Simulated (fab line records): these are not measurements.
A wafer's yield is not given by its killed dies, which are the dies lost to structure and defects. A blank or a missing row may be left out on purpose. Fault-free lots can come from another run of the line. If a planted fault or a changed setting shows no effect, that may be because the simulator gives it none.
Which of the tools did it?    flow rit-cmos    13 lots with 39 wafers sampled at 2 steps, on a route of 202 steps

## WHAT THE GAUGES SHOWED, per wafer
The record lacks any reading of a measuring or inspecting step that a usual standard deviation could be used to judge.

## EACH LOT AND THE TOOL THAT RAN IT (in order: tool; ch and the chambers of the sampled wafers; start)
lot   RIT_CONTACT_CLEAN_13            RIT_M1_PROBE_99
L814  wet-bench-02 ch 2, day 3 15:58  -
L815  wet-bench-02 ch 3, day 3 21:15  -
L816  wet-bench-03 ch 2, day 4 01:08  -
L817  wet-bench-03 ch 0, day 4 03:52  -
L818  wet-bench-02 ch 3, day 4 10:25  -
L820  wet-bench-03 ch 1, day 5 05:10  -
L822  wet-bench-02 ch 2, day 5 09:59  -
L823  wet-bench-03 ch 1, day 5 17:17  -
L824  wet-bench-02 ch 2, day 6 04:45  prober-02, day 6 09:28
L827  wet-bench-02 ch 2, day 7 02:30  prober-01, day 7 07:09
L829  wet-bench-03 ch 2, day 7 08:07  -
L831  wet-bench-03 ch 3, day 7 17:52  -
L835  wet-bench-03 ch 2, day 8 05:16  -
- RIT_CONTACT_CLEAN_13: cleans in SC1, time 600 s.
- RIT_M1_PROBE_99

## AS READ BY THE TOOLS THEMSELVES (means over the sampled wafers that have a number; for cases with no such wafer, the mark the record gives instead)
RIT_CONTACT_CLEAN_13. Usual: bath-guard-temp-C 75.2 C, standard deviation 0.45; bath-heat-duty-pct 15.9 %, standard deviation 1.6.
lot   tool          bath-guard-temp-C (C)  bath-heat-duty-pct (%)  flag
L814  wet-bench-02  74.9                   15.2                    
L815  wet-bench-02  75.2                   14.5                    
L816  wet-bench-03  75.0                   16.5                    
L817  wet-bench-03  75.4                   15.9                    
L818  wet-bench-02  75.0                   14.3                    
L820  wet-bench-03  75.0                   17.2                    
L822  wet-bench-02  74.8                   15.3                    
L823  wet-bench-03  74.9                   17.2                    
L824  wet-bench-02  74.9                   15.2                    
L827  wet-bench-02  75.1                   15.0                    
L829  wet-bench-03  75.0                   16.1                    
L831  wet-bench-03  76.2                   14.8                    
L835  wet-bench-03  74.9                   15.5                    

RIT_M1_PROBE_99. Usual: killed-at-contacts 0.1, standard deviation 0.28; killed-at-front-end 7.1, standard deviation 2.8; killed-dies 7.1, standard deviation 2.9; killed-on-rim 1.9, standard deviation 1.5; killed-open 3.4, standard deviation 2; killed-short 3.6, standard deviation 2.1.
lot   tool       killed-at-contacts  killed-at-front-end  killed-dies  killed-on-rim  killed-open  killed-short  flag
L824  prober-02  0.0                 4.3                  4.3          1.3            2.7          1.7           
L827  prober-01  15.3                7.0                  22.3         9.0            4.7          2.3           OFF

## THE ANSWER, worked out from the rows above alone
Rule: a lot is off if the mean of its wafers that have a number lies more than 3 standard deviations from the usual mean. A lot without any number at a reading at which 4 lots or more have one is off too. All remaining lots with rows at the step are treated as sound. After the gauges, taken in route order, come the tools' own readings; for these a lot's mean is taken, as printed above. The first step at which some lot is off is used, and at that step the reading that is off furthest; a lot without a number counts as furthest.
Off: L827 (RIT_M1_PROBE_99, killed-at-contacts). Neither off nor sound, because the step has no rows for them: L814, L815, L816, L817, L818, L820, L822, L823, L829, L831, L835.
If a tool, at that step or one of the process steps before it, ran each lot that is off and ran no sound lot following the first of them, it fits. Can't be told from this: 2 tools fit, wet-bench-02 at RIT_CONTACT_CLEAN_13, prober-01 at RIT_M1_PROBE_99.

## WHAT WAS PUT IN BY THE SIMULATOR
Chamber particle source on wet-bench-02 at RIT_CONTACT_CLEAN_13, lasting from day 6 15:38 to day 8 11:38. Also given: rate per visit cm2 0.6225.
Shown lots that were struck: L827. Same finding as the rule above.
